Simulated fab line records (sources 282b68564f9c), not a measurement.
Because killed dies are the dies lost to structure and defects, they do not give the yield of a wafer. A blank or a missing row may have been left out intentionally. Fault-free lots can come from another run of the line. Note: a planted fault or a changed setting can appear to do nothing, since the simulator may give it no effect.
A struck lot beside a sound one    flow ritCmos    15 steps out of a route of 202
Sound: these wafers, L587.2, L587.4, L587.5. The struck wafers were L608.1, L608.3, L608.5. The cause is given at the end.
For every step that has rows: the tool of each side, followed by ch and its chambers, followed by its first start. Under that, the readings that differ: sound wafers    struck wafers    difference of the means    sigmas: that difference in standard deviations of wafers without a fault.
alike: words and numbers the same on both sides, and readings whose means are apart by under 2 such deviations; not compared: readings that were withheld, readings missing a value for some wafer, numbers with overlapping values and no deviation given by the record, and bounds like >300 which may hide the same value.
Wherever a step has rows on one side only, a row that says differs or no value, or a row with sigmas, the two part there. Non-overlapping numbers with no deviation appear without sigmas and do not part them. Lack of a reading on every wafer of one side parts them only where that side has two or more wafers.

first, 2 steps without rows for these wafers: RIT_PLDD_HARDBAKE_07 (time 60 s); RIT_PLDD_IMPLANT_08.
RIT_PLDD_STRIP_09: strips in O2, time 180 s.
  sound on plasmaAsher-01 ch 1, day 3 04:20; struck on plasmaAsher-03 ch 0,1, day 7 14:41
  alike: drypumpMotorCurrentA
  not compared: rfHoursCounterH
RIT_PLDD_TW_MEAS_10:
  sound on filmMetro-02, day 3 04:31; struck on filmMetro-02, day 7 14:52
  alike: PLDD_TW
then, 4 steps without rows for these wafers: RIT_SPACER_CLEAN_00 (cleans in SC1, time 600 s); RIT_SPACER_CLEAN_01 (cleans in dHF, time 30 s); RIT_SPACER_CLEAN_02 (cleans in SC2, time 600 s); RIT_SPACER_CVD_03 (deposits Si3N4 from SiH2Cl2/NH3, target thk 250 nm, time 3300 s).
RIT_SPACER_THK_MEAS_04:
  sound on filmMetro-04, day 3 09:04; struck on filmMetro-04, day 7 17:24
  alike: SPACER_NITRIDE_THK
RIT_SPACER_ETCHBACK_05: etches Si3N4 in SF6/CHF3, stops on SiO2, target depth 250 nm, time 240 s.
  sound on rieDiel-02 ch 1,2, day 3 09:07; struck on rieDiel-04 ch 0,1,2, day 7 17:28
  alike: drypumpMotorCurrentA, oesProductAu, throttleValvePct
  not compared: rfHoursCounterH
then, 2 steps without rows for these wafers: RIT_NSD_HMDS_00 (prime time 60 s); RIT_NSD_COAT_01 (resist thk 1000 nm).
RIT_NSD_SOFTBAKE_02: time 60 s.
  sound on lithoTrack-03 ch 0, day 3 09:36; struck on lithoTrack-03 ch 0, day 7 17:55
reading                sound              struck             difference  sigmas
heaterPowerTotalW (W)  34.62 34.57 34.49  34.13 34.11 34.00  -0.48       -10
plateTempC (C)         90.13 90.25 90.12  89.27 89.29 89.07  -0.96       -8
then, 1 step without rows for these wafers: RIT_NSD_EXPOSE_03 (exposes mask M9, target cd 40700 nm).
RIT_M1_PROBE_99:
  sound on prober-02, day 3 20:26; struck on prober-02, day 8 05:44
  alike: killedAtContacts, killedAtFrontEnd, killedDies, killedOpen, killedShort

## WHERE THEY PART
At RIT_NSD_SOFTBAKE_02 and nowhere else, as far as this record goes. Later steps at which nothing parts them and some readings are alike: RIT_M1_PROBE_99.

WHY: the cause the simulator had injected
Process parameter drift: lithoTrack-03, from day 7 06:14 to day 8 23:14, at RIT_NSD_SOFTBAKE_02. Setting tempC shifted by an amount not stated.
